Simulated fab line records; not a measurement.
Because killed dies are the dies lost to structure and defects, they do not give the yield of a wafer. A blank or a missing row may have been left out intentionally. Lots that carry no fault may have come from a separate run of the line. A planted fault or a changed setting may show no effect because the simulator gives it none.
A struck lot beside a sound one || flow rit cmos || 15 steps out of a route of 202
Sound: wafers L501.2, L501.5, L501.6. Struck: wafers L509.1, L509.2, L509.3. At the end, the cause is stated.
Each step with rows lists, per side, the tool, then ch with its chambers, then its first start. Under that, the readings that differ: sound wafers || struck wafers || difference of the means || sigmas: that difference in standard deviations of wafers without a fault.
alike: readings with means less than 2 such deviations apart, plus words and numbers identical on both sides. not compared: withheld readings, readings lacking a value on some wafer, bounds such as >300 that could conceal the same value, and numbers that have no deviation in the record and whose values overlap.
Wherever a step has rows on one side only, a row that says differs or no value, or a row with sigmas, the two part there. Numbers that don't overlap but have no deviation are shown without sigmas and don't part them. A reading that every wafer of one side lacks parts them only if that side has two wafers or more.

first, 1 step without rows for these wafers: RIT_ACTIVE_OXIDATION_01 (target thk 46.8 nm, ox time 3360 s).
RIT_ACTIVE_THK_MEAS_02:
  sound: film metro-02 at day 2 03:04; struck: film metro-04 at day 3 19:03
  alike: ACTIVE_OXIDE_THK
then, 1 step without rows for these wafers: RIT_ACTIVE_CVD_03 (deposits Si3N4 from SiH2Cl2/NH3, target thk 150 nm, time 1500 s).
RIT_ACTIVE_THK_MEAS_04:
  sound: film metro-01 at day 2 04:32; struck: film metro-01 at day 3 20:32
  alike: ACTIVE_NITRIDE_THK
then, 6 steps without rows for these wafers: RIT_ACTIVE_HMDS_05 (prime time 60 s); RIT_ACTIVE_COAT_06 (resist thk 1000 nm); RIT_ACTIVE_SOFTBAKE_07 (time 60 s); RIT_ACTIVE_EXPOSE_08 (exposes mask M1, target cd 1400 nm); RIT_ACTIVE_PEB_09; RIT_ACTIVE_DEVELOP_10 (develop time 50 s).
RIT_ACTIVE_CD_MEAS_11: target cd 1400 nm.
  sound: cd sem-02 at day 2 05:35; struck: cd sem-01 at day 3 21:34
  alike: cd nm
then, 1 step without rows for these wafers: RIT_ACTIVE_HARDBAKE_12 (time 60 s).
RIT_ACTIVE_ETCH_13: etches Si3N4 in SF6, stops on SiO2, time 210 s, target depth 210 nm.
  sound on rie diel-03 ch 1,2, day 2 05:50; struck on rie diel-01 ch 0,1,3, day 3 21:50
{"reading": "rf fwd power W (W)", "sound": "125.2 124.4 124.9", "struck": "105.0 104.6 104.0", "difference": -20.3, "sigmas": -51}
{"reading": "model.NOVOLAK_of_ACTIVE_COAT_06.thk nm (nm)", "sound": "656.9 657.2 659.3", "struck": "691.7 687.4 694", "difference": "+33.2", "sigmas": ""}
  alike: drypump motor current A, oes product au, throttle valve pct
  not compared: rf hours counter h, model.SiO2_of_ACTIVE_OXIDATION_01.thk nm
RIT_ACTIVE_STRIP_14: strips in O2, time 180 s.
  sound on plasma asher-04 ch 0,1, day 2 05:58; struck on plasma asher-02 ch 0,1, day 3 21:58
  alike: drypump motor current A
  not compared: rf hours counter h
RIT_M1_PROBE_99:
  only the struck wafers here have rows in the record (prober-02, day 5 18:25); the sound ones have none

WHERE THEY PART
At RIT_ACTIVE_ETCH_13 first; at RIT_M1_PROBE_99 last (within this record only).

WHY: what the simulator had put in
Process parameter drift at RIT_ACTIVE_ETCH_13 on rie diel-01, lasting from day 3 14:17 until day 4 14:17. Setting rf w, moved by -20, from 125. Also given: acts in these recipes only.
